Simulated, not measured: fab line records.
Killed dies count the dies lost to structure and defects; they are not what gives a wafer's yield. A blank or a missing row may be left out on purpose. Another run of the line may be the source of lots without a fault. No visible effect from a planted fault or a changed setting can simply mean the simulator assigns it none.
Which tool was responsible?	flow rit-cmos	14 lots, 42 wafers sampled, at 2 steps of a route of 202

== WHAT THE GAUGES SHOWED, per wafer ==
The record lacks any reading of a measuring or inspecting step that a usual standard deviation could be used to judge.

== WHICH TOOL RAN EACH LOT (tool, then ch and the chambers of the sampled wafers, then the start) ==
lot	RIT_SDANNEAL_CLEAN_02	RIT_M1_PROBE_99
L828	wet-bench-04 ch 2, day 3 15:49	-
L829	wet-bench-03 ch 1, day 3 19:23	-
L830	wet-bench-02 ch 1, day 4 02:43	-
L832	wet-bench-02 ch 2, day 4 14:13	-
L833	wet-bench-03 ch 0, day 4 17:15	-
L834	wet-bench-03 ch 2, day 5 00:38	-
L835	wet-bench-03 ch 1, day 5 04:54	-
L838	wet-bench-02 ch 1, day 6 01:00	prober-01, day 6 08:29
L841	wet-bench-02 ch 3, day 7 02:04	prober-01, day 7 09:56
L844	wet-bench-03 ch 0, day 8 03:56	-
L845	wet-bench-03 ch 0, day 8 04:11	-
L847	wet-bench-03 ch 3, day 8 08:24	-
L849	wet-bench-03 ch 3, day 8 17:29	-
L848	wet-bench-04 ch 3, day 8 18:42	-
- RIT_SDANNEAL_CLEAN_02: cleans in SC2, time 600 s.
- RIT_M1_PROBE_99

== WHAT THE TOOLS THEMSELVES READ (means of the sampled wafers that have a number; where no wafer has one, the mark that the record gives instead) ==
RIT_M1_PROBE_99.
lot	tool	killed-at-contacts	killed-at-front-end	killed-dies	killed-on-rim	killed-open	killed-short
L838	prober-01	0.0	39	39	11.0	2.7	2.0
L841	prober-01	0.0	36	36	11.0	1.7	3.7

== THE ANSWER, worked out from the rows above alone ==
Rule: usual is defined by the lots themselves. Put in order of their means at a reading, lots are off if they are a third of the lots or fewer, leave a main group of 4 or more, and stand apart from it by a gap of 3 or more times the standard deviation of the main group's means; of several such gaps the widest counts. If all means in a main group match to the digits the tables above print for the reading, that group is not used. Also off: a lot with no number at a reading for which 4 or more lots have one. Where the step has rows for the other lots, those lots are counted as sound. After the gauges, taken in route order, come the tools' own readings; for these a lot's mean is taken, as printed above. The first step at which some lot is off is used, and at that step the reading that is off furthest; a lot without a number counts as furthest.
None of the lots is off at any reading shown; this tells nothing.

== WHAT THE SIMULATOR HAD PUT IN ==
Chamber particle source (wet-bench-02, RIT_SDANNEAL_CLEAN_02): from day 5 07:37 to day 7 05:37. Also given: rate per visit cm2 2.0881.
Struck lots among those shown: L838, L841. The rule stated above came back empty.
